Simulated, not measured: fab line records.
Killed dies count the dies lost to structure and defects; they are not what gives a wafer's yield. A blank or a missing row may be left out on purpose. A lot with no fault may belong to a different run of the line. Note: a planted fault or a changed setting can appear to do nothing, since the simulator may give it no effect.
Comparing a struck lot with a sound one || flow rit cmos || 16 out of 202 route steps
Sound: these wafers, L202.2, L202.3, L202.6. Struck: wafers L212.1, L212.3, L212.6. Last of all comes the cause.
Order at every step that has rows: each side's tool, ch and its chambers, its first start. Under that, the readings that differ: sound wafers || struck wafers || difference of the means || sigmas: that difference in standard deviations of wafers without a fault.
alike: readings whose means differ by less than 2 such deviations, and words and numbers that are the same on both sides. not compared: withheld readings, readings that some wafer has no value for, bounds like >300 that may hide the same value, and numbers for which the record gives no deviation and whose values overlap.
A row with sigmas, a row that says differs or no value, or rows on one side alone: a step with any of these is where the two part. When numbers do not overlap yet have no deviation, they are printed without sigmas and do not part them. Lack of a reading on every wafer of one side parts them only where that side has two or more wafers.

first, 4 steps without rows for these wafers: RIT_ACTIVE_SOFTBAKE_07 (time 60 s); RIT_ACTIVE_EXPOSE_08 (exposes mask M1, target cd 1400 nm); RIT_ACTIVE_PEB_09; RIT_ACTIVE_DEVELOP_10 (develop time 50 s).
RIT_ACTIVE_CD_MEAS_11: target cd 1400 nm.
  sound: cd sem-02 at day 1 15:10; struck: cd sem-01 at day 3 18:15
  alike: cd nm
then, 1 step without rows for these wafers: RIT_ACTIVE_HARDBAKE_12 (time 60 s).
RIT_ACTIVE_ETCH_13: etches Si3N4 in SF6, stops on SiO2, time 210 s, target depth 210 nm.
  sound on rie diel-02 ch 0,1, day 1 15:25; struck on rie diel-02 ch 1,3, day 3 18:35
  alike: chamber pressure mTorr, drypump motor current A, oes product au, throttle valve pct
  not compared: rf hours counter h
RIT_ACTIVE_STRIP_14: strips in O2, time 180 s.
  sound on plasma asher-03 ch 0,1, day 1 15:33; struck on plasma asher-04 ch 0, day 3 18:43
  alike: chamber pressure mTorr, drypump motor current A
  not compared: rf hours counter h
RIT_ACTIVE_CD_MEAS_90: target cd 1400 nm.
  sound: cd sem-02 at day 1 15:45; struck: cd sem-01 at day 3 18:53
  alike: cd nm
then, 3 steps without rows for these wafers: RIT_ACTIVE_CLEAN_15 (cleans in SC1, time 600 s); RIT_ACTIVE_CLEAN_16 (cleans in dHF, time 30 s); RIT_ACTIVE_CLEAN_17 (cleans in SC2, time 600 s).
RIT_FOX1_OXIDATION_00: target thk 350.7 nm, ox time 1130 s.
  sound on furnace-01 ch 0, day 1 16:16; struck on furnace-04 ch 0, day 3 22:04
{"reading": "tube center temp C (C)", "sound": "1100.2 1100.2 1100.1", "struck": "1100 1100 1099.9", "difference": "+0", "sigmas": -2}
{"reading": "model.SiO2_of_FOX1_OXIDATION_00.thk nm (nm)", "sound": "346.3 348 348.9", "struck": "306.3 300 310.4", "difference": -42.2, "sigmas": ""}
RIT_FOX1_THK_MEAS_01:
  sound: film metro-02 at day 1 17:35; struck: film metro-01 at day 3 23:23
{"reading": "FOX1_OXIDE_THK (nm)", "sound": "346 348 349", "struck": "306 300 310", "difference": -42, "sigmas": -7}
then, 1 step without rows for these wafers: RIT_FOX1_WET_ETCH_02 (etches SiO2 in BOE, target depth 350 nm, time 390 s).
-- the record jumps here: 2 days lie between the struck wafers' starts before and after (it left off in module FOX1 and takes up again in module M1, whose first step shown is number 202 of the route) --
RIT_M1_PROBE_99:
  sound: prober-02 at day 3 10:43; struck: prober-01 at day 6 00:29
{"reading": "killed open", "sound": "6 5 6", "struck": "0 0 3", "difference": -5, "sigmas": -2}
{"reading": "model.etest.nplus sal.width nm (nm)", "sound": "3466 3451 3452", "struck": "3496 3483 3504", "difference": "+38", "sigmas": ""}
{"reading": "model.etest.pplus sal.width nm (nm)", "sound": "3462 3449 3443", "struck": "3494 3501 3487", "difference": "+43", "sigmas": ""}
{"reading": "model.etest.pldd.width nm (nm)", "sound": "3189 3190 3175", "struck": "3249 3254 3230", "difference": "+60", "sigmas": ""}
{"reading": "model.etest.nldd.width nm (nm)", "sound": "3163 3182 3182", "struck": "3235 3243 3242", "difference": "+64", "sigmas": ""}
  alike: killed at front end, killed dies, killed short

== WHERE THEY PART ==
Last at RIT_M1_PROBE_99 as far as this record goes, first at RIT_FOX1_OXIDATION_00.

WHY: the cause the simulator had injected
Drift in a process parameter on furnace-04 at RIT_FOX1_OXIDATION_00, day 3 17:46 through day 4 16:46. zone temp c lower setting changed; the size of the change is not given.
